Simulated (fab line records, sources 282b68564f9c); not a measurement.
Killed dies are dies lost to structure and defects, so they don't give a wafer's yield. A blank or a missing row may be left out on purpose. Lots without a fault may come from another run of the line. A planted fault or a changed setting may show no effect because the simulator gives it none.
Problem report in the 8D (eight disciplines) form, filled by code | flow rit_cmos | the parts of the form that need people (team, actions taken, sign-off) are left out

1. THE PROBLEM
NWELL_RS at RIT_WELLDRIVE_RS_MEAS_01 reads a mean of 258.9 ohm/sq on 6 wafers of 2 lots; wafers without a fault read 275.4 ohm/sq with a standard deviation of 0.97. That is -17 standard deviations from the usual mean.
The step: measures by four-point-probe.
First seen on wafer L440.1, day 6 05:44, on film_metro-03. The record holds 42 wafers of 14 lots with a number at this step. Rule for "out", or "out of limits": more than 4 standard deviations from the usual mean. The other wafers with a number count as sound.

2. WHAT IT IS AND WHAT IT IS NOT
question                    | is                     | is not
which readings at this step | NWELL_RS               | -
which lots                  | L440, L441             | L421, L422, L423, L424, L425, L426, L427, L429, L430, L431, L432, L433
which wafers of those lots  | all that have a number | -
read on which gauges        | film_metro-03          | film_metro-01, film_metro-02
when                        | from day 6 05:44       | up to then (36 sound wafers)

3. SUSPECTS, AND WHAT RULES EACH OUT
Counting: a tool at a process step up to the reading stays a suspect if it ran every lot that is out and no sound lot after the first of them.
- the gauge at RIT_WELLDRIVE_RS_MEAS_01: ruled out. All the wafers that are out were read on film_metro-03, but those of them that RIT_NWELL_IMPLANT_08 has rows for are out there too, on other tools.
- implanter-02 at RIT_NWELL_IMPLANT_08: kept. It ran every lot that is out, first L440 (day 5 22:30), and no sound lot after that; its last sound lot up to then is L432 (day 4 09:30). Its own readings are out on those wafers: end_station_pressure_torr.
Left after counting: implanter-02 at RIT_NWELL_IMPLANT_08.

4. THE CAUSE (what the simulator had put in)
Process parameter drift: implanter-02, from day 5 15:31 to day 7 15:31, at RIT_NWELL_IMPLANT_08. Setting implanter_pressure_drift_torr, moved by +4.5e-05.
Process parameter drift: implanter-02, from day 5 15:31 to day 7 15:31, at RIT_NWELL_IMPLANT_08. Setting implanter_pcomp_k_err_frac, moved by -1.
Counting left only this tool.

5. THE CHAIN OF EFFECTS, in route order
Each row: a reading whose mean over the struck wafers that have a number lies more than 3 standard deviations from the usual. Only readings for which the record gives a usual standard deviation are gone through. hours: the time from each lot's start at the first step in this table that gives one to its start at this step, as a median over the lots. sigmas: the change in usual standard deviations.
hours | step                     | reading                   | usual         | on struck wafers | change    | sigmas
0     | RIT_NWELL_IMPLANT_08     | beam_on_s                 | 9.99 s        | 11.03            | +1.04     | +5.2
0     | RIT_NWELL_IMPLANT_08     | end_station_pressure_torr | 5.11e-06 Torr | 5.16e-05         | +4.65e-05 | +99 or more
0     | RIT_NWELL_IMPLANT_08     | faraday_current_uA        | 159           | 146              | -14       | -4.2
0     | RIT_NWELL_TW_MEAS_10     | NWELL_TW                  | 2150          | 2232             | +82       | +3.3
7     | RIT_WELLDRIVE_RS_MEAS_01 | NWELL_RS                  | 275.4 ohm/sq  | 258.9            | -16.5     | -17
The process steps in it:
- RIT_NWELL_IMPLANT_08

6. WHAT WOULD HAVE CAUGHT IT SOONER
In this record the first reading out of limits at a measuring or inspecting step was taken at day 6 05:44, 14 hours after the fault began at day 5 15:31.
The tool's own readings at RIT_NWELL_IMPLANT_08 were out on every struck wafer that the step has a row for (end_station_pressure_torr): an alarm limit on them would have fired on the first of those.
All the lots that are out (2) had begun RIT_NWELL_IMPLANT_08 on implanter-02 by day 6 05:44. A hold on the tool at that time would have spared none of them.
